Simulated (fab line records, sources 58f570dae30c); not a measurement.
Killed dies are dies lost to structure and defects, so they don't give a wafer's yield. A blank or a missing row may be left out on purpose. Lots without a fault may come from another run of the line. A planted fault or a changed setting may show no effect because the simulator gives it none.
A struck lot beside a sound one | flow berkeley_cmos170 | 27 steps out of a route of 331
Sound: wafers L917.2, L917.3, L917.6. Struck: wafers L929.2, L929.3, L929.6. The cause comes at the end.
At each step with rows: each side's tool, then ch and its chambers, then its first start. Under that, the readings that differ: sound wafers | struck wafers | difference of the means | sigmas: that difference in standard deviations of wafers without a fault.
alike: readings whose means differ by less than 2 such deviations, and words and numbers that are the same on both sides. not compared: withheld readings, readings that some wafer has no value for, bounds like >300 that may hide the same value, and numbers for which the record gives no deviation and whose values overlap.
The two part at a step that has a row with sigmas, a row that says differs or no value, or rows on one side only. Numbers that don't overlap but have no deviation are shown without sigmas and don't part them. A reading that every wafer of one side lacks parts them only if that side has two wafers or more.

first, 1 step without rows for these wafers: UCB170_PSD_IMPLANT_08.
UCB170_PSD_STRIP_09: strips in O2.
  sound on plasma_asher-03 ch 0,1, day 8 04:29; struck on plasma_asher-04 ch 0,1, day 10 13:41
  alike: drypump_motor_current_A, oes_product_au, strip_time_to_endpoint_s
  not compared: rf_hours_counter_h
UCB170_PSD_TW_MEAS_10:
  sound on film_metro-04, day 8 04:35; struck on film_metro-04, day 10 13:47
  alike: PSD_TW
then, 7 steps without rows for these wafers: UCB170_PSD_CLEAN_11 (cleans in SPM, time 600 s); UCB170_NSD_HMDS_00 (prime time 60 s); UCB170_NSD_COAT_01 (resist thk 900 nm); UCB170_NSD_SOFTBAKE_02 (time 60 s); UCB170_NSD_EXPOSE_03 (exposes mask NSELECT MOD, target cd 1200 nm); UCB170_NSD_PEB_04; UCB170_NSD_DEVELOP_05 (develop time 45 s).
UCB170_NSD_CD_MEAS_06: target cd 1200 nm.
  sound on cd_sem-02, day 8 06:01; struck on cd_sem-02, day 10 15:29
  alike: cd_nm
UCB170_NSD_OVL_MEAS_07:
  sound on overlay-01, day 8 06:07; struck on overlay-01, day 10 15:35
  alike: NSD_OVL
UCB170_NSD_IMPLANT_08:
  sound on implanter-03 ch 0, day 8 06:10; struck on implanter-03 ch 0, day 10 15:38
  reading       | sound                         | struck                        | difference | sigmas
  dose_ions_cm2 | 2.998e+15 2.998e+15 3.002e+15 | 3.067e+15 3.069e+15 3.071e+15 | +6.967e+13 | +20
  alike: beam_on_s
UCB170_NSD_STRIP_09: strips in O2.
  sound on plasma_asher-04 ch 0,1, day 8 06:18; struck on plasma_asher-02 ch 0, day 10 15:46
  alike: drypump_motor_current_A, oes_product_au, strip_time_to_endpoint_s
  not compared: rf_hours_counter_h
UCB170_NSD_TW_MEAS_10:
  sound on film_metro-01, day 8 06:25; struck on film_metro-01, day 10 15:52
  alike: NSD_TW
then, 4 steps without rows for these wafers: UCB170_NSD_CLEAN_11 (cleans in SPM, time 600 s); UCB170_BACKSIDE_HMDS_00 (prime time 60 s); UCB170_BACKSIDE_COAT_01 (resist thk 900 nm); UCB170_BACKSIDE_SOFTBAKE_02 (time 60 s).
UCB170_BACKSIDE_STRIP_03: strips in O2.
  sound on plasma_asher-04 ch 1, day 8 07:12; struck on plasma_asher-03 ch 0,1, day 10 16:33
  alike: drypump_motor_current_A, oes_product_au, strip_time_to_endpoint_s
  not compared: rf_hours_counter_h
then, 1 step without rows for these wafers: UCB170_BACKSIDE_CLEAN_04 (cleans in SPM, time 600 s).
UCB170_SDANNEAL_RTA_00: time 10 s.
  sound on rtp_anneal-02 ch 0, day 8 07:29; struck on rtp_anneal-02 ch 0, day 10 16:51
  alike: lamp_power_pct, wafer_temp_C_max
UCB170_SDANNEAL_RTA_01: time 5 s.
  sound on rtp_anneal-02 ch 0, day 8 07:33; struck on rtp_anneal-02 ch 0, day 10 16:55
  alike: lamp_power_pct, wafer_temp_C_max
UCB170_SDANNEAL_RS_MEAS_02: measures by four-point-probe.
  sound on film_metro-02, day 8 07:37; struck on film_metro-04, day 10 16:59
  alike: PSD_RS
UCB170_SDANNEAL_RS_MEAS_03: measures by four-point-probe.
  sound on film_metro-02, day 8 07:44; struck on film_metro-04, day 10 17:06
  reading         | sound             | struck            | difference | sigmas
  NSD_RS (ohm/sq) | 37.18 37.24 37.26 | 36.89 37.01 36.90 | -0.29      | -3
UCB170_SDANNEAL_RS_MEAS_04: measures by four-point-probe.
  sound on film_metro-02, day 8 07:52; struck on film_metro-04, day 10 17:13
  alike: PLDD_RS
UCB170_M3_PROBE_99:
  the record has rows for the struck wafers here (prober-02, day 11 19:29) and none for the sound ones

WHERE THEY PART
First at UCB170_NSD_IMPLANT_08; last, within this record, at UCB170_M3_PROBE_99.

WHY: what the simulator had put in
Process parameter drift: implanter-03, from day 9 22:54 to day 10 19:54, at UCB170_NSD_IMPLANT_08. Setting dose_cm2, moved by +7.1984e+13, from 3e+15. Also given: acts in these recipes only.
